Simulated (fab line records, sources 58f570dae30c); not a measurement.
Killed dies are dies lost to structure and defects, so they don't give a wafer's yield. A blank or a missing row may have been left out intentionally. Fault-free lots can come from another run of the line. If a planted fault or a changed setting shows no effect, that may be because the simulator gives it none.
Which tool is to blame? :: flow berkeley-cmos170 :: 14 lots, 41 wafers sampled, at 3 steps of a route of 331

## WHAT EACH GAUGE READ, for each wafer
UCB170_M2_CD_MEAS_90: the cd target is 700 nm.
lot: L994
measured: day 7 02:08
on: cd-sem-01
cd-nm (nm): 697.7 695.8 698.4

lot: L995
measured: day 7 13:43
on: cd-sem-02
cd-nm (nm): 703.8 701.5 704.2

lot: L996
measured: day 7 15:08
on: cd-sem-01
cd-nm (nm): 700.9 702.1 699.0

lot: L997
measured: day 8 02:49
on: cd-sem-02
cd-nm (nm): 698.2 695.8 698.7

lot: L998
measured: day 8 03:22
on: cd-sem-02
cd-nm (nm): 697.5 695.4 694.9

lot: L999
measured: day 8 13:24
on: cd-sem-01
cd-nm (nm): 701.1 702.5 697.1

lot: L106
measured: day 10 05:05
on: cd-sem-01
cd-nm (nm): 698.6 696.5 697.6

lot: L108
measured: day 10 13:53
on: cd-sem-01
cd-nm (nm): 682.6 697.9

lot: L110
measured: day 10 15:31
on: cd-sem-01
cd-nm (nm): 702.8 700.2 704.1

lot: L111
measured: day 11 17:33
on: cd-sem-02
cd-nm (nm): 684.1 682.5 700.6

lot: L113
measured: day 11 20:04
on: cd-sem-01
cd-nm (nm): 698.8 702.2 700.6

lot: L114
measured: day 11 20:08
on: cd-sem-02
cd-nm (nm): 703.3 705.7 702.9

lot: L117
measured: day 12 12:49
on: cd-sem-01
cd-nm (nm): 700.3 702.6 699.6

lot: L116
measured: day 12 12:56
on: cd-sem-01
cd-nm (nm): 696.9 694.6 696.4

## TOOL THAT RAN EACH LOT (tool first, then ch and the chambers of the sampled wafers, then the start)
lot: L994
UCB170_M2_METAL_ETCH_18: rie-metal-03 ch 0,1, day 7 01:49
UCB170_M2_STRIP_19: plasma-asher-02 ch 0,1, day 7 02:00

lot: L995
UCB170_M2_METAL_ETCH_18: rie-metal-04 ch 0,1, day 7 13:25
UCB170_M2_STRIP_19: plasma-asher-04 ch 0,1, day 7 13:37

lot: L996
UCB170_M2_METAL_ETCH_18: rie-metal-01 ch 0,1, day 7 14:50
UCB170_M2_STRIP_19: plasma-asher-04 ch 0,1, day 7 15:02

lot: L997
UCB170_M2_METAL_ETCH_18: rie-metal-04 ch 0,1, day 8 02:32
UCB170_M2_STRIP_19: plasma-asher-04 ch 0,1, day 8 02:43

lot: L998
UCB170_M2_METAL_ETCH_18: rie-metal-03 ch 0, day 8 02:58
UCB170_M2_STRIP_19: plasma-asher-03 ch 0,1, day 8 03:15

lot: L999
UCB170_M2_METAL_ETCH_18: rie-metal-01 ch 0,1, day 8 13:05
UCB170_M2_STRIP_19: plasma-asher-03 ch 0,1, day 8 13:17

lot: L106
UCB170_M2_METAL_ETCH_18: rie-metal-03 ch 0,1, day 10 04:49
UCB170_M2_STRIP_19: plasma-asher-02 ch 0,1, day 10 04:59

lot: L108
UCB170_M2_METAL_ETCH_18: rie-metal-01 ch 0,1, day 10 13:38
UCB170_M2_STRIP_19: plasma-asher-03 ch 0,1, day 10 13:47

lot: L110
UCB170_M2_METAL_ETCH_18: rie-metal-03 ch 0, day 10 15:12
UCB170_M2_STRIP_19: plasma-asher-02 ch 1, day 10 15:23

lot: L111
UCB170_M2_METAL_ETCH_18: rie-metal-01 ch 0,1, day 11 17:16
UCB170_M2_STRIP_19: plasma-asher-02 ch 0,1, day 11 17:27

lot: L113
UCB170_M2_METAL_ETCH_18: rie-metal-03 ch 0, day 11 19:45
UCB170_M2_STRIP_19: plasma-asher-02 ch 0,1, day 11 19:56

lot: L114
UCB170_M2_METAL_ETCH_18: rie-metal-04 ch 0,1, day 11 19:50
UCB170_M2_STRIP_19: plasma-asher-03 ch 0,1, day 11 20:01

lot: L117
UCB170_M2_METAL_ETCH_18: rie-metal-04 ch 0,1, day 12 12:20
UCB170_M2_STRIP_19: plasma-asher-04 ch 0,1, day 12 12:31

lot: L116
UCB170_M2_METAL_ETCH_18: rie-metal-03 ch 0,1, day 12 12:35
UCB170_M2_STRIP_19: plasma-asher-02 ch 0,1, day 12 12:50
- UCB170_M2_METAL_ETCH_18: etches Al in Cl2/BCl3, stops on SiO2, target depth 1170 nm, time 195 s.
- UCB170_M2_STRIP_19: strips in O2.

## AS READ BY THE TOOLS THEMSELVES (means over the sampled wafers that have a number; for cases with no such wafer, the mark the record gives instead)
UCB170_M2_METAL_ETCH_18.
lot: L994
tool: rie-metal-03
drypump-motor-current-A (A): 5.7
oes-product-au (a.u.): 0.846
throttle-valve-pct (%): 24.58

lot: L995
tool: rie-metal-04
drypump-motor-current-A (A): 5.7
oes-product-au (a.u.): 0.848
throttle-valve-pct (%): 24.67

lot: L996
tool: rie-metal-01
drypump-motor-current-A (A): 5.8
oes-product-au (a.u.): 0.869
throttle-valve-pct (%): 24.37

lot: L997
tool: rie-metal-04
drypump-motor-current-A (A): 5.4
oes-product-au (a.u.): 0.850
throttle-valve-pct (%): 24.81

lot: L998
tool: rie-metal-03
drypump-motor-current-A (A): 5.9
oes-product-au (a.u.): 0.833
throttle-valve-pct (%): 24.61

lot: L999
tool: rie-metal-01
drypump-motor-current-A (A): 6.0
oes-product-au (a.u.): 0.842
throttle-valve-pct (%): 24.39

lot: L106
tool: rie-metal-03
drypump-motor-current-A (A): 5.6
oes-product-au (a.u.): 0.823
throttle-valve-pct (%): 24.53

lot: L108
tool: rie-metal-01
drypump-motor-current-A (A): 5.8
oes-product-au (a.u.): 0.861
throttle-valve-pct (%): 24.37

lot: L110
tool: rie-metal-03
drypump-motor-current-A (A): 5.9
oes-product-au (a.u.): 0.839
throttle-valve-pct (%): 24.63

lot: L111
tool: rie-metal-01
drypump-motor-current-A (A): 5.8
oes-product-au (a.u.): 0.876
throttle-valve-pct (%): 24.37

lot: L113
tool: rie-metal-03
drypump-motor-current-A (A): 5.8
oes-product-au (a.u.): 0.834
throttle-valve-pct (%): 24.61

lot: L114
tool: rie-metal-04
drypump-motor-current-A (A): 5.7
oes-product-au (a.u.): 0.849
throttle-valve-pct (%): 24.68

lot: L117
tool: rie-metal-04
drypump-motor-current-A (A): 5.7
oes-product-au (a.u.): 0.847
throttle-valve-pct (%): 24.68

lot: L116
tool: rie-metal-03
drypump-motor-current-A (A): 5.6
oes-product-au (a.u.): 0.836
throttle-valve-pct (%): 24.52

UCB170_M2_STRIP_19.
lot: L994
tool: plasma-asher-02
drypump-motor-current-A (A): 5.9
oes-product-au (a.u.): 0.546

lot: L995
tool: plasma-asher-04
drypump-motor-current-A (A): 5.1
oes-product-au (a.u.): 0.552

lot: L996
tool: plasma-asher-04
drypump-motor-current-A (A): 5.0
oes-product-au (a.u.): 0.552

lot: L997
tool: plasma-asher-04
drypump-motor-current-A (A): 5.0
oes-product-au (a.u.): 0.555

lot: L998
tool: plasma-asher-03
drypump-motor-current-A (A): 6.6
oes-product-au (a.u.): 0.535

lot: L999
tool: plasma-asher-03
drypump-motor-current-A (A): 6.6
oes-product-au (a.u.): 0.549

lot: L106
tool: plasma-asher-02
drypump-motor-current-A (A): 6.0
oes-product-au (a.u.): 0.547

lot: L108
tool: plasma-asher-03
drypump-motor-current-A (A): 6.5
oes-product-au (a.u.): 0.441

lot: L110
tool: plasma-asher-02
drypump-motor-current-A (A): 6.2
oes-product-au (a.u.): 0.544

lot: L111
tool: plasma-asher-02
drypump-motor-current-A (A): 6.0
oes-product-au (a.u.): 0.396

lot: L113
tool: plasma-asher-02
drypump-motor-current-A (A): 6.0
oes-product-au (a.u.): 0.546

lot: L114
tool: plasma-asher-03
drypump-motor-current-A (A): 6.6
oes-product-au (a.u.): 0.552

lot: L117
tool: plasma-asher-04
drypump-motor-current-A (A): 5.1
oes-product-au (a.u.): 0.554

lot: L116
tool: plasma-asher-02
drypump-motor-current-A (A): 6.0
oes-product-au (a.u.): 0.546

## THE ANSWER, worked out from the rows above alone
Rule: what is usual is taken from the lots themselves. Put in order of their means at a reading, lots are off if they are a third of the lots or fewer, leave a main group of 4 or more, and stand apart from it by a gap of 3 or more times the standard deviation of the main group's means; of several such gaps the widest counts. A main group whose means are all the same, to the digits that the tables above print for the reading, isn't used. A lot without any number at a reading at which 4 lots or more have one is off too. The other lots that the step has rows for count as sound. Order of review: gauges by route order, followed by the tools' own readings, for which a lot's mean as printed above is used. The first step at which some lot is off is used, and at that step the reading that is off furthest; a lot without a number counts as furthest.
Off, at UCB170_M2_STRIP_19 on oes-product-au: L108, L111. Mean 0.548 a.u. and standard deviation 0.0053 in the main group.
If a tool, at that step or one of the process steps before it, ran each lot that is off and ran no sound lot following the first of them, it fits. One fits: rie-metal-01 at UCB170_M2_METAL_ETCH_18. Its last sound lot is L999 (day 8 13:05), its first lot that is off L108 (day 10 13:38): a fault that began between those two fits.

## WHAT THE SIMULATOR HAD PUT IN
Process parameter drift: rie-metal-01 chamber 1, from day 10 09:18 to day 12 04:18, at UCB170_M2_METAL_ETCH_18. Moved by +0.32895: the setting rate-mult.
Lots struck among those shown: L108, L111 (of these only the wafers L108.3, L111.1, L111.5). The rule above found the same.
